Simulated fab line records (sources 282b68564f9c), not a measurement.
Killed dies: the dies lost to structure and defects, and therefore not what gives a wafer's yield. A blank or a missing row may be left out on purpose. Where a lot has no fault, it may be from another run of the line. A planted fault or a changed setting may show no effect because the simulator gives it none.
Comparing a struck lot with a sound one + flow rit cmos + 15 steps out of a route of 202
Sound: the wafers L862.1, L862.3, L862.5. Wafers struck: L876.1, L876.2, L876.4. At the end, the cause is stated.
At each step with rows: each side's tool, then ch and its chambers, then its first start. Under that, the readings that differ: sound wafers + struck wafers + difference of the means + sigmas: that difference in standard deviations of wafers without a fault.
alike: a reading whose means differ by less than 2 such deviations, as well as words and numbers matching on both sides. not compared: withheld readings; readings where some wafer has no value; bounds like >300 that might hide an equal value; numbers whose values overlap and for which the record gives no deviation.
Wherever a step has rows on one side only, a row that says differs or no value, or a row with sigmas, the two part there. Non-overlapping numbers with no deviation appear without sigmas and do not part them. Lack of a reading on every wafer of one side parts them only where that side has two or more wafers.

first, 1 step without rows for these wafers: RIT_FOX2_OXIDATION_00 (target thk 350.7 nm, ox time 1130 s).
RIT_FOX2_THK_MEAS_01:
  struck on film metro-04, day 5 14:09; sound on film metro-04, day 2 15:04
| reading             | sound       | struck      | difference | sigmas |
|---------------------|-------------|-------------|------------|--------|
| FOX2_OXIDE_THK (nm) | 344 343 342 | 360 358 355 | +15        | +3     |
then, 2 steps without rows for these wafers: RIT_FOX2_CLEAN_02 (cleans in dHF, time 180 s); RIT_FOX2_WET_ETCH_03 (etches Si3N4 in H3PO4, target depth 195 nm, time 2700 s).
RIT_FOX2_THK_MEAS_90:
  struck on film metro-03, day 5 15:02; sound on film metro-02, day 2 15:56
| reading                     | sound       | struck      | difference | sigmas |
|-----------------------------|-------------|-------------|------------|--------|
| FIELD_OXIDE_LEFT_1_THK (nm) | 317 315 314 | 333 331 328 | +15        | +3     |
then, 6 steps without rows for these wafers: RIT_NWELL_HMDS_00 (prime time 60 s); RIT_NWELL_COAT_01 (resist thk 1300 nm); RIT_NWELL_SOFTBAKE_02 (time 60 s); RIT_NWELL_EXPOSE_03 (exposes mask M2, target cd 43900 nm); RIT_NWELL_PEB_04; RIT_NWELL_DEVELOP_05 (develop time 68 s).
RIT_NWELL_OVL_MEAS_06:
  struck on overlay-02, day 5 15:58; sound on overlay-01, day 2 17:00
  alike: NWELL_OVL
RIT_NWELL_HARDBAKE_07: time 120 s.
  sound on litho track-01 ch 0, day 2 17:02; struck on litho track-03 ch 0, day 5 16:00
| reading                  | sound                | struck               | difference | sigmas |
|--------------------------|----------------------|----------------------|------------|--------|
| heater power total W (W) | 51.97 51.99 52.06    | 51.48 51.48 51.54    | -0.51      | -8     |
| plate temp C (C)         | 139.98 140.16 140.05 | 138.95 139.15 138.85 | -1.08      | -9     |
following that, these wafers have no rows for 1 step: RIT_NWELL_IMPLANT_08.
RIT_M1_PROBE_99:
  the record has rows for the struck wafers here (prober-01, day 7 06:23) and none for the sound ones

WHERE THEY PART
First at RIT_FOX2_THK_MEAS_01; last, within this record, at RIT_M1_PROBE_99.

WHY: the cause the simulator had injected
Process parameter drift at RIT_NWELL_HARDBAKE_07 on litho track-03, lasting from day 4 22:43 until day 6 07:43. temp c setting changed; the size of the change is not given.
